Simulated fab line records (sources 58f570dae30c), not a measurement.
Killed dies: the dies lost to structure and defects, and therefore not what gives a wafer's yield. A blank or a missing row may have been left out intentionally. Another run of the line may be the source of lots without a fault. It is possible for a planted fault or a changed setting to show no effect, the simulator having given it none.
fab line records	flow berkeleyCmos170
record: lots: 5	wafers: 15	lastDay: 12
route steps=331 shown V2@294 M3@309
lots with no fault: from the same line, run without faults
startH: start of the lot's first displayed wafer, in hours after the record's first day	waitH: hours since the lot's step before	" same as the row above	L1.1+2: a row that stands for several wafers	- no value, or no start given	* or withheld: withheld	< > ~ a bound
route shown NAME@n: a module of which the file shows steps, and the number in the route of the first	usual: mean/standard deviation of fault-free wafers	same: alike in all rows	chamber/n: place in a boat	sites: the reading at each site	_std_site: the standard deviation of these	_edge_site: outer sites' mean less inner sites'	radiusMm: how far each site lies from the wafer's centre	mask NAME#n: copy n	behind: the most recent tool/chamber to have shaped the wafer	hold: what put the lot on hold/how long, in hours/how the hold closed	device: names the non-switching transistor (n, p or np)	end of line: the route-end tests of the same wafers	a step with no rows: only its recipe	killed: the dies lost at the first sort to structure and to defects; this is not the yield of the wafer	map: a wafer's dies, marking killed ones x, the rest . and places with no die _
set.NAME: the run value of the setting; set.NAME@STEP: its run value at that earlier step	model.NAME: the simulator's own value behind a step, which no gauge read
certain route steps with their lots: each step a table, each wafer a row
services: from which hour (startH, from the record's first day; less than 0 if before it) a tool's chamber was out of use, for how many hours, and why
== steps ==
step: UCB170_V2_CMP_02
recipe: material: SiO2	downForcePsi: 6	platenRpm: 60	padVelocityMS: 0.75398
usual: motorCurrentA: 16.0/1.5	retainingRingPressureFrac: 1.000/0.0052
lot.wafer	tool	chamber	startH	waitH	motorCurrentA	retainingRingPressureFrac
L080.4	cmp-01	0	222.73	0.1	15.4	0.997
L080.3	"	2	"	"	15.8	0.998
L080.6	"	0	"	"	15.0	0.994
L085.1	cmp-02	2	240.90	0.1	18.5	1.000
L085.3	"	3	"	"	16.3	1.000
L085.2	"	1	"	"	15.1	0.999
L092.3	cmp-02	3	280.21	0.0	15.7	1.001
L092.4	"	2	"	"	19.2	1.007
L092.6	"	3	"	"	16.4	1.000
L093.2	cmp-01	0	281.61	0.2	15.9	1.000
L093.6	"	1	"	"	14.9	1.003
L093.5	"	2	"	"	15.7	0.999
L091.4	cmp-02	0	287.04	0.1	15.5	0.990
L091.1	"	1	"	"	15.0	1.008
L091.5	"	3	"	"	16.0	1.002
step: UCB170_V2_BOW_MEAS_03
recipe: mode: bow
usual: V2_BOW: 38/6.6
lot.wafer	tool	chamber	startH	waitH	V2_BOW[um]
L080.3	filmMetro-01	-	223.02	0.1	34
L080.4	"	-	"	"	41
L080.6	"	-	"	"	42
L085.1	filmMetro-02	-	241.20	0.2	41
L085.2	"	-	"	"	36
L085.3	"	-	"	"	28
L092.3	filmMetro-01	-	280.55	0.3	40
L092.4	"	-	"	"	32
L092.6	"	-	"	"	25
L093.2	filmMetro-03	-	281.78	0.1	35
L093.5	"	-	"	"	36
L093.6	"	-	"	"	34
L091.1	filmMetro-01	-	287.24	0.1	40
L091.4	"	-	"	"	37
L091.5	"	-	"	"	29
step: UCB170_V2_THK_MEAS_04
recipe: reads: SiO2_of_V2_CVD_00
usual: V2_POLISHED_THK: 1000.2/0.96
lot.wafer	tool	chamber	startH	waitH	V2_POLISHED_THK[nm]
L080.3	filmMetro-01	-	223.12	0.1	999.3
L080.4	"	-	"	"	999.8
L080.6	"	-	"	"	999.6
L085.1	filmMetro-02	-	241.32	0.1	998.3
L085.2	"	-	"	"	998.2
L085.3	"	-	"	"	998.9
L092.3	filmMetro-01	-	280.65	0.1	1000.2
L092.4	"	-	"	"	1000.6
L092.6	"	-	"	"	1001.4
L093.2	filmMetro-03	-	281.89	0.1	1000.9
L093.5	"	-	"	"	1002.0
L093.6	"	-	"	"	1000.3
L091.1	filmMetro-01	-	287.36	0.1	1000.2
L091.4	"	-	"	"	999.2
L091.5	"	-	"	"	1000.0
step: UCB170_V2_CLEAN_05
recipe: chemistry: DIW
lot.wafer	tool	chamber	startH	waitH
L080.3+4+6	wetBench-01	3	223.25	0.1
L085.1+2+3	wetBench-01	0	241.38	0.1
L092.3+4+6	wetBench-01	2	280.69	0.0
L093.2+5+6	wetBench-01	2	281.94	0.0
L091.1+4+5	wetBench-01	3	287.42	0.1
step: UCB170_V2_HMDS_06
recipe: primeTimeS: 60	primeTempC: 100
lot.wafer	tool	chamber	startH	waitH
L080.3+4+6	lithoTrack-03	0	223.51	0.1
L085.1+2+3	lithoTrack-02	0	241.57	0.0
L092.3+4+6	lithoTrack-03	0	280.92	0.1
L093.2+5+6	lithoTrack-03	0	282.14	0.0
L091.1+4+5	lithoTrack-04	0	287.99	0.4
step: UCB170_V2_COAT_07
recipe: resist: KrF	spinRpm: 1500	resistThkNm: 900
lot.wafer	tool	chamber	startH	waitH
L080.3+4+6	lithoTrack-03	0	223.66	0.1
L085.1+2+3	lithoTrack-02	0	241.72	0.1
L092.3+4+6	lithoTrack-03	0	281.07	0.1
L093.2+5+6	lithoTrack-03	0	282.29	0.1
L091.1+4+5	lithoTrack-04	0	288.14	0.1
step: UCB170_V2_SOFTBAKE_08
recipe: resist: KrF	tempC: 130	timeS: 60
usual: plateTempC: 129.99/0.14
lot.wafer	tool	chamber	startH	waitH	plateTempC
L080.3	lithoTrack-03	0	223.81	0.1	130.02
L080.4	"	0	"	"	130.03
L080.6	"	0	"	"	129.94
L085.1	lithoTrack-02	0	241.87	0.1	129.92
L085.2	"	0	"	"	130.09
L085.3	"	0	"	"	129.97
L092.3	lithoTrack-03	0	281.22	0.1	130.45
L092.4	"	0	"	"	130.32
L092.6	"	0	"	"	130.25
L093.2	lithoTrack-03	0	282.44	0.1	129.98
L093.5	"	0	"	"	129.91
L093.6	"	0	"	"	130.11
L091.1	lithoTrack-04	0	288.29	0.1	129.74
L091.4	"	0	"	"	129.82
L091.5	"	0	"	"	129.94
step: UCB170_V2_EXPOSE_09
recipe: maskId: VIA2	targetCdNm: 700	na: 0.5	sigmaOuter: 0.6	sourceShape: conventional	doseMj: 37
usual: exposureDoseMJCm2: 36.97/0.037
lot.wafer	tool	chamber	startH	waitH	mask	exposureDoseMJCm2
L080.3	krfScanner-02	0	224.22	0.4	VIA2#0	37.03
L080.4	"	0	"	"	VIA2#0	36.96
L080.6	"	0	"	"	VIA2#0	37.05
L085.1	krfScanner-02	0	242.15	0.2	VIA2#0	36.94
L085.2	"	0	"	"	VIA2#0	37.00
L085.3	"	0	"	"	VIA2#0	36.95
L092.3	krfScanner-02	0	281.35	0.1	VIA2#0	36.99
L092.4	"	0	"	"	VIA2#0	36.99
L092.6	"	0	"	"	VIA2#0	36.95
L093.2	krfScanner-01	0	282.75	0.3	VIA2#0	36.99
L093.5	"	0	"	"	VIA2#0	36.97
L093.6	"	0	"	"	VIA2#0	37.00
L091.1	krfScanner-02	0	288.56	0.2	VIA2#0	36.99
L091.4	"	0	"	"	VIA2#0	36.93
L091.5	"	0	"	"	VIA2#0	36.92
step: UCB170_V2_PEB_10
recipe: pebTempC: 130	pebTimeS: withheld	resist: KrF
usual: plateTempC: 130.01/0.13
lot.wafer	tool	chamber	startH	waitH	plateTempC
L080.3	lithoTrack-03	0	224.41	0.2	130.06
L080.4	"	0	"	"	129.98
L080.6	"	0	"	"	130.14
L085.1	lithoTrack-02	0	242.26	0.1	129.99
L085.2	"	0	"	"	129.77
L085.3	"	0	"	"	129.91
L092.3	lithoTrack-04	0	281.48	0.1	130.22
L092.4	"	0	"	"	130.21
L092.6	"	0	"	"	130.25
L093.2	lithoTrack-04	0	282.97	0.2	130.18
L093.5	"	0	"	"	129.89
L093.6	"	0	"	"	130.07
L091.1	lithoTrack-04	0	288.68	0.1	130.20
L091.4	"	0	"	"	130.09
L091.5	"	0	"	"	130.00
step: UCB170_V2_DEVELOP_11
recipe: developer: TMAH	developTimeS: 45	resist: KrF	devTempC: 21
lot.wafer	tool	chamber	startH	waitH
L080.3+4+6	lithoTrack-03	0	-	-
L085.1+2+3	lithoTrack-02	0	-	-
L092.3+4+6	lithoTrack-04	0	-	-
L093.2+5+6	lithoTrack-04	0	-	-
L091.1+4+5	lithoTrack-04	0	-	-
step: UCB170_V2_CD_MEAS_12
recipe: targetCdNm: 700
usual: cdNm: 700.0/1.7
lot.wafer	tool	chamber	startH	waitH	cdNm
L080.3	cdSem-01	-	224.67	-	699.9
L080.4	"	-	"	"	701.5
L080.6	"	-	"	"	698.6
L085.1	cdSem-02	-	242.60	-	700.1
L085.2	"	-	"	"	700.6
L085.3	"	-	"	"	699.7
L092.3	cdSem-02	-	281.75	-	697.5
L092.4	"	-	"	"	697.5
L092.6	"	-	"	"	697.7
L093.2	cdSem-01	-	283.26	-	698.6
L093.5	"	-	"	"	699.5
L093.6	"	-	"	"	699.3
L091.1	cdSem-02	-	288.95	-	700.7
L091.4	"	-	"	"	699.7
L091.5	"	-	"	"	700.5
step: UCB170_V2_OVL_MEAS_13
usual: V2_OVL: 2/5
lot.wafer	tool	chamber	startH	waitH	V2_OVL[nm]
L080.3	overlay-02	-	224.77	0.1	0
L080.4	"	-	"	"	1
L080.6	"	-	"	"	4
L085.1	overlay-02	-	242.72	0.1	3
L085.2	"	-	"	"	8
L085.3	"	-	"	"	-3
L092.3	overlay-01	-	281.84	0.1	3
L092.4	"	-	"	"	4
L092.6	"	-	"	"	5
L093.2	overlay-01	-	283.37	0.1	-1
L093.5	"	-	"	"	9
L093.6	"	-	"	"	9
L091.1	overlay-01	-	289.07	0.1	0
L091.4	"	-	"	"	4
L091.5	"	-	"	"	-5
step: UCB170_V2_ETCH_14
recipe: chemistry: CHF3/CF4/Ar	target: SiO2	stopOn: Al	CHF3_flow_sccm: 45	cf4FlowSccm: 15	Ar_flow_sccm: 150	pressureMtorr: 200	rfW: 700	targetDepthA: 12500	overEtchFrac: 0.25	timeS: 291
usual: drypumpMotorCurrentA: 5.8/0.49	oesProductAu: 0.872/0.011	throttleValvePct: 6.92/0.11
lot.wafer	tool	chamber	startH	waitH	drypumpMotorCurrentA	oesProductAu	rfHoursCounterH	throttleValvePct
L080.3	rieDiel-01	0	224.79	0.0	6.0	0.874	20	7.03
L080.4	"	3	"	"	5.7	0.883	73	7.00
L080.6	"	3	"	"	5.8	0.877	-	7.00
L085.1	rieDiel-03	0	242.76	0.0	6.4	0.862	2	7.11
L085.2	"	1	"	"	6.2	0.885	43	6.79
L085.3	"	3	"	"	6.3	0.861	56	6.88
L092.3	rieDiel-04	1	281.86	0.0	5.8	0.885	103	6.75
L092.4	"	2	"	"	5.9	0.876	64	6.83
L092.6	"	2	"	"	5.9	0.892	-	6.82
L093.2	rieDiel-04	2	283.40	0.0	5.9	0.880	65	6.82
L093.5	"	3	"	"	5.2	0.862	-	6.89
L093.6	"	0	"	"	5.3	0.860	-	6.88
L091.1	rieDiel-01	0	289.11	0.0	6.1	0.867	24	7.03
L091.4	"	3	"	"	5.7	0.862	-	7.01
L091.5	"	0	"	"	6.1	0.863	-	7.02
step: UCB170_V2_STRIP_15
recipe: chemistry: O2	powerW: 400	pressureMtorr: 3500	platenTempC: withheld	o2FlowSccm: 400	overashFraction: 0.5
usual: drypumpMotorCurrentA: 5.5/0.65	oesProductAu: 0.722/0.0044	stripTimeToEndpointS: 15.35/0.1
lot.wafer	tool	chamber	startH	waitH	drypumpMotorCurrentA	oesProductAu	rfHoursCounterH	stripTimeToEndpointS
L080.3	plasmaAsher-02	0	225.00	0.1	6.1	0.720	-	15.41
L080.4	"	1	"	"	6.6	0.716	-	15.30
L080.6	"	1	"	"	6.6	0.723	-	15.34
L085.1	plasmaAsher-02	0	242.94	0.1	6.1	0.721	44	15.53
L085.2	"	1	"	"	6.6	0.719	44	15.41
L085.3	"	0	"	"	6.1	0.731	-	15.23
L092.3	plasmaAsher-03	1	282.08	0.1	4.7	0.719	-	15.51
L092.4	"	0	"	"	6.0	0.723	-	15.58
L092.6	"	1	"	"	4.7	0.728	-	15.52
L093.2	plasmaAsher-04	1	283.57	0.1	5.4	0.726	54	15.40
L093.5	"	0	"	"	4.9	0.721	-	15.33
L093.6	"	1	"	"	5.4	0.715	-	15.34
L091.1	plasmaAsher-04	0	289.29	0.1	4.9	0.727	55	15.30
L091.4	"	1	"	"	5.4	0.722	-	15.24
L091.5	"	1	"	"	5.4	0.717	-	15.31
step: UCB170_V2_CD_MEAS_90
recipe: targetCdNm: 700
usual: cdNm: 700.1/1.7
lot.wafer	tool	chamber	startH	waitH	cdNm
L080.3	cdSem-02	-	225.11	0.1	700.6
L080.4	"	-	"	"	702.2
L080.6	"	-	"	"	699.8
L085.1	cdSem-02	-	243.04	0.1	699.3
L085.2	"	-	"	"	700.0
L085.3	"	-	"	"	699.5
L092.3	cdSem-01	-	282.18	0.1	697.7
L092.4	"	-	"	"	697.6
L092.6	"	-	"	"	697.7
L093.2	cdSem-01	-	283.69	0.1	698.9
L093.5	"	-	"	"	700.2
L093.6	"	-	"	"	698.9
L091.1	cdSem-01	-	289.39	0.1	700.9
L091.4	"	-	"	"	699.9
L091.5	"	-	"	"	700.4
step: UCB170_M3_PRE_CLEAN_00
recipe: gas: Ar	precleanEtchTimeS: 60
lot.wafer	tool	chamber	startH	waitH
L080.3+4+6	pvdSputter-04	-	225.19	0.1
L085.1+2+3	pvdSputter-04	-	243.16	0.1
L092.3+4+6	pvdSputter-04	-	282.26	0.1
L093.2+5+6	pvdSputter-03	-	283.79	0.1
L091.1+4+5	pvdSputter-04	-	289.51	0.1
step: UCB170_M3_SPUTTER_01
recipe: material: Al	targetThkNm: 900	timeS: 120	powerW: 6000	chamberPressurePa: 0.5
usual: throttleValvePct: 30.0/0.66
lot.wafer	tool	chamber	startH	waitH	throttleValvePct
L080.3	pvdSputter-04	-	225.25	0.0	30.5
L080.4	"	-	"	"	29.6
L080.6	"	-	"	"	31.0
L085.1	pvdSputter-04	-	243.22	0.0	30.4
L085.2	"	-	"	"	29.5
L085.3	"	-	"	"	28.8
L092.3	pvdSputter-04	-	282.33	0.0	30.2
L092.4	"	-	"	"	30.8
L092.6	"	-	"	"	28.7
L093.2	pvdSputter-03	-	283.86	0.0	29.6
L093.5	"	-	"	"	29.5
L093.6	"	-	"	"	30.2
L091.1	pvdSputter-04	-	289.57	0.0	28.9
L091.4	"	-	"	"	30.7
L091.5	"	-	"	"	29.4
step: UCB170_M3_RS_MEAS_02
recipe: thkMeasGauge: four-point-probe	reads: Al_of_M3_SPUTTER_01
usual: M3_AL_RS: 0.0321/0.00036
lot.wafer	tool	chamber	startH	waitH	M3_AL_RS[ohm/sq]
L080.3	filmMetro-04	-	225.38	0.1	0.0325
L080.4	"	-	"	"	0.0324
L080.6	"	-	"	"	0.0327
L085.1	filmMetro-02	-	243.31	0.0	0.0323
L085.2	"	-	"	"	0.0322
L085.3	"	-	"	"	0.0322
L092.3	filmMetro-04	-	282.45	0.1	0.0318
L092.4	"	-	"	"	0.0319
L092.6	"	-	"	"	0.0317
L093.2	filmMetro-02	-	283.96	0.1	0.0326
L093.5	"	-	"	"	0.0324
L093.6	"	-	"	"	0.0324
L091.1	filmMetro-03	-	289.66	0.0	0.0320
L091.4	"	-	"	"	0.0319
L091.5	"	-	"	"	0.0318
step: UCB170_M3_THK_MEAS_03
recipe: thkMeasGauge: xrf	reads: Al_of_M3_SPUTTER_01
usual: M3_AL_THK: 900/11
lot.wafer	tool	chamber	startH	waitH	M3_AL_THK[nm]
L080.3	filmMetro-04	-	225.48	0.1	894
L080.4	"	-	"	"	895
L080.6	"	-	"	"	889
L085.1	filmMetro-02	-	243.43	0.1	890
L085.2	"	-	"	"	895
L085.3	"	-	"	"	896
L092.3	filmMetro-04	-	282.55	0.1	916
L092.4	"	-	"	"	905
L092.6	"	-	"	"	908
L093.2	filmMetro-02	-	284.07	0.1	870
L093.5	"	-	"	"	876
L093.6	"	-	"	"	879
L091.1	filmMetro-03	-	289.78	0.1	904
L091.4	"	-	"	"	907
L091.5	"	-	"	"	912
step: UCB170_M3_HMDS_04
recipe: primeTimeS: 60	primeTempC: 100
lot.wafer	tool	chamber	startH	waitH
L080.3+4+6	lithoTrack-01	0	225.82	0.3
L085.1+2+3	lithoTrack-02	0	243.99	0.6
L092.3+4+6	lithoTrack-01	0	282.80	0.2
L093.2+5+6	lithoTrack-01	0	284.15	0.1
L091.1+4+5	lithoTrack-02	0	289.84	0.1
== services ==
tool	chamber	startH	hours	kind
cmp-02	-	201.15	2.5	repair
rieDiel-03	3	201.23	7.4	repair
rieDiel-01	0	202.88	1.6	repair
pvdSputter-04	-	219.16	1.9	repair
rieDiel-04	3	223.68	4.9	repair
cmp-02	-	232.00	4.0	pm
pvdSputter-04	-	232.41	6.1	repair
rieDiel-04	-	232.76	28.1	pm
krfScanner-01	-	234.55	0.1	repair
krfScanner-01	-	237.08	3.1	repair
cmp-01	-	240.53	5.8	pm
rieDiel-03	2	240.98	5.3	repair
rieDiel-03	1	245.03	21.2	repair
krfScanner-01	-	249.51	1.3	repair
krfScanner-02	-	253.73	1.0	pm
cmp-02	-	256.57	0.5	repair
cmp-01	-	257.76	4.7	pm
krfScanner-02	-	262.93	2.7	repair
krfScanner-01	-	269.39	0.7	repair
rieDiel-04	-	282.21	0.4	repair
cmp-01	-	284.51	2.0	repair
pvdSputter-03	-	285.02	4.7	repair
plasmaAsher-04	-	286.89	0.9	repair
cmp-01	-	288.80	1.2	repair
== key ==
fault none
